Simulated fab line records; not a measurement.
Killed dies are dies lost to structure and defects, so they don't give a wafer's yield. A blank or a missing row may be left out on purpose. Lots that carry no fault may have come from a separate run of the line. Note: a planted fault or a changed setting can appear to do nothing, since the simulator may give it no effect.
Comparing a struck lot with a sound one	flow rit_cmos	16 out of 202 route steps
Sound: these wafers, L926.1, L926.4, L926.6. Struck: wafers L914.1, L914.2, L914.4. The cause is named last.
At each step with rows: each side's tool, then ch and its chambers, then its first start. Under that, the readings that differ: sound wafers	struck wafers	difference of the means	sigmas: that difference in standard deviations of wafers without a fault.
alike: a reading whose means differ by less than 2 such deviations, as well as words and numbers matching on both sides. not compared: withheld readings; readings where some wafer has no value; bounds like >300 that might hide an equal value; numbers whose values overlap and for which the record gives no deviation.
Wherever a step has rows on one side only, a row that says differs or no value, or a row with sigmas, the two part there. Numbers that have no deviation but don't overlap get no sigmas and don't part them. Lack of a reading on every wafer of one side parts them only where that side has two or more wafers.

RIT_ACTIVE_BOW_MEAS_00:
  sound: film_metro-01 at day 5 14:00; struck: film_metro-01 at day 3 02:00
  alike: INCOMING_BOW
then, 1 step without rows for these wafers: RIT_ACTIVE_OXIDATION_01 (target thk 46.8 nm, ox time 3360 s).
RIT_ACTIVE_THK_MEAS_02:
  sound: film_metro-01 at day 5 16:07; struck: film_metro-04 at day 3 04:03
  alike: ACTIVE_OXIDE_THK
then, 1 step without rows for these wafers: RIT_ACTIVE_CVD_03 (deposits Si3N4 from SiH2Cl2/NH3, target thk 150 nm, time 1500 s).
RIT_ACTIVE_THK_MEAS_04:
  sound: film_metro-01 at day 5 17:36; struck: film_metro-02 at day 3 05:32
  alike: ACTIVE_NITRIDE_THK
then, 1 step without rows for these wafers: RIT_ACTIVE_HMDS_05 (prime time 60 s).
RIT_ACTIVE_COAT_06: resist thk 1000 nm.
  sound on litho_track-02 ch 0, day 5 17:49; struck on litho_track-04 ch 0, day 3 05:44
reading	sound	struck	difference	sigmas
model.NOVOLAK_of_ACTIVE_COAT_06.thk_nm (nm)	1005 1003 1003	1051 1049 1048	+46	
then, 4 steps without rows for these wafers: RIT_ACTIVE_SOFTBAKE_07 (time 60 s); RIT_ACTIVE_EXPOSE_08 (exposes mask M1, target cd 1400 nm); RIT_ACTIVE_PEB_09; RIT_ACTIVE_DEVELOP_10 (develop time 50 s).
RIT_ACTIVE_CD_MEAS_11 targets a cd of 1400 nm.
  sound: cd_sem-01 at day 5 18:31; struck: cd_sem-02 at day 3 06:26
  alike: cd_nm
then, 1 step without rows for these wafers: RIT_ACTIVE_HARDBAKE_12 (time 60 s).
RIT_ACTIVE_ETCH_13: etches Si3N4 in SF6, stops on SiO2, time 210 s, target depth 210 nm.
  sound on rie_diel-03 ch 0,1,2, day 5 18:47; struck on rie_diel-03 ch 0,1,3, day 3 06:43
reading	sound	struck	difference	sigmas
model.NOVOLAK_of_ACTIVE_COAT_06.thk_nm (nm)	655 647 655.5	690.4 694.8 707.8	+45.2	
  alike: drypump_motor_current_A, oes_product_au, throttle_valve_pct
  not compared: rf_hours_counter_h
RIT_ACTIVE_STRIP_14: strips in O2, time 180 s.
  sound on plasma_asher-02 ch 0, day 5 18:55; struck on plasma_asher-04 ch 0,1, day 3 06:50
  alike: drypump_motor_current_A
  not compared: rf_hours_counter_h
RIT_M1_PROBE_99:
  sound: prober-02 at day 7 14:26; struck: prober-02 at day 5 01:51
  alike: killed_at_front_end, killed_dies, killed_open, killed_short

## WHERE THEY PART
Nowhere in this record.

WHY: what had been put in by the simulator
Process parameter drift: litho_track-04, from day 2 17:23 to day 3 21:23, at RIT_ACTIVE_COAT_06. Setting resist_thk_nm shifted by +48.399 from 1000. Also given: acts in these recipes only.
